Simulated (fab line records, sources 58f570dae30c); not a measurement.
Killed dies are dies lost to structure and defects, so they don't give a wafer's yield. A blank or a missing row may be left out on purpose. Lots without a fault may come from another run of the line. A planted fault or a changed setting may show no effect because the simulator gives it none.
Split-lot experiment | flow berkeley_cmos170 | 5 lots, 23 wafers read, on a route of 331 steps

THE SPLIT
At UCB170_GATE_PEB_10, the setting peb_temp_c was moved away from the recipe's 130 C on 9 of the 23 wafers read, by -2.1% to -1.2%. The other wafers ran this setting at the recipe's value.

FROM THE SPLIT TO THE READING: what the file shows between them, 5 steps
- UCB170_GATE_DEVELOP_11: develop time 45 s
- UCB170_GATE_CD_MEAS_12: target cd 350 nm
- UCB170_GATE_ETCH_14: etches BARC in N2/H2
- UCB170_GATE_ETCH_15: etches poly-Si in HBr/Cl2, stops on SiO2, time 56.3 s, target depth 278.2 nm
- UCB170_GATE_STRIP_16: strips in O2

THE READING
cd_nm, in nm, at UCB170_GATE_CD_MEAS_90 (target cd 350 nm). Fault-free wafers of this fab line usually give 349.8 nm, standard deviation 1.4 nm.

wafer  | tool, chamber at the split | peb_temp_c as run, C | against the recipe | cd_nm, nm | against lot-mates on the recipe
L076.1 | litho_track-02, 0          | 130                  | recipe             | 351.3     | -
L076.2 | litho_track-02, 0          | 128.4                | -1.2%              | 361.6     | +9.8
L076.3 | litho_track-02, 0          | 128.4                | -1.2%              | 362.4     | +10.6
L076.4 | litho_track-02, 0          | 128.4                | -1.2%              | 362.2     | +10.4
L076.6 | litho_track-02, 0          | 130                  | recipe             | 352.3     | -
L077.1 | litho_track-02, 0          | 130                  | recipe             | 349.3     | -
L077.2 | litho_track-02, 0          | 127.3                | -2.1%              | 368.4     | +19.1
L077.4 | litho_track-02, 0          | 130                  | recipe             | 349.3     | -
L077.5 | litho_track-02, 0          | 127.3                | -2.1%              | 368.6     | +19.3
L077.6 | litho_track-02, 0          | 127.3                | -2.1%              | 370.0     | +20.7
L078.1 | litho_track-03, 0          | 130                  | recipe             | 351.2     | -
L078.2 | litho_track-03, 0          | 130                  | recipe             | 350.7     | -
L078.4 | litho_track-03, 0          | 130                  | recipe             | 351.4     | -
L078.5 | litho_track-03, 0          | 130                  | recipe             | 350.6     | -
L078.6 | litho_track-03, 0          | 130                  | recipe             | 352.2     | -
L082.1 | litho_track-03, 0          | 130                  | recipe             | 348.5     | -
L082.3 | litho_track-03, 0          | 130                  | recipe             | 349.6     | -
L082.4 | litho_track-03, 0          | 130                  | recipe             | 350.0     | -
L083.1 | litho_track-03, 0          | 128.1                | -1.5%              | 363.1     | +14.0
L083.3 | litho_track-03, 0          | 128.1                | -1.5%              | 363.3     | +14.2
L083.4 | litho_track-03, 0          | 130                  | recipe             | 348.5     | -
L083.5 | litho_track-03, 0          | 130                  | recipe             | 349.7     | -
L083.6 | litho_track-03, 0          | 128.1                | -1.5%              | 361.6     | +12.5

THE FIT
A straight line over all 23 wafers: cd_nm changes by -8.94 nm for each +1% of peb_temp_c; r = -0.99; the points scatter about the line by 1.1 nm.
The same after taking each lot's own level away (the mean of its wafers on the recipe; 23 wafers): -9.26 nm for each +1%; r = -1.00; scatter 0.76 nm.
On that fit, the largest move of peb_temp_c shifts the reading by 19 nm.
The lots' own levels span 349.10 to 351.80 nm, that is 1.9 times the standard deviation above.
So the lot-to-lot level changes the slope little: the two slopes agree.
Check: with one of the wafers moved furthest among these (-2.1%) left out of the fit, the line predicts +19.2 nm for it against its lot-mates. It came out at +19.1 nm against them.

OTHER SPLITS ON THESE WAFERS
These wafers also went through other splits before the reading. Each is held against what the fit with the lots' levels taken away leaves over:
other split on the same wafers     | wafers away from the commonest value | r with cd_nm (lot level and that fit taken away)
UCB170_ZERO_STRIP_07 o2_flow_sccm  | 10                                   | -0.23
UCB170_PWELL_COAT_08 resist_thk_nm | 5                                    | +0.12
UCB170_ACTIVE_EXPOSE_10 dose_mj    | 8                                    | -0.31
UCB170_ACTIVE_ETCH_15 time_s       | 10                                   | +0.15
UCB170_PFIELD_IMPLANT_07 dose_cm2  | 7                                    | -0.42
UCB170_NVT_IMPLANT_07 dose_cm2     | 6                                    | -0.26

THE WHOLE CHAIN: every reading that the file lists as answering this split, in the file's order
step                   | what it does                                                                 | reading                                                     | change (the file's fit)              | r (the file's)
UCB170_GATE_CD_MEAS_12 | target cd 350 nm                                                             | cd_nm                                                       | -9.19 nm for each +1% of the setting | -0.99
UCB170_GATE_ETCH_15    | etches poly-Si in HBr/Cl2, stops on SiO2, time 56.3 s, target depth 278.2 nm | GATE.cd_nm (the simulator's own value, which no gauge read) | -9.3 nm for each +1% of the setting  | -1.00
UCB170_GATE_CD_MEAS_90 | target cd 350 nm                                                             | cd_nm                                                       | -9.23 nm for each +1% of the setting | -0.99

THE FILE'S OWN FIT
cd_nm changes by -9.23 nm for each +1% of peb_temp_c, r = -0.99.
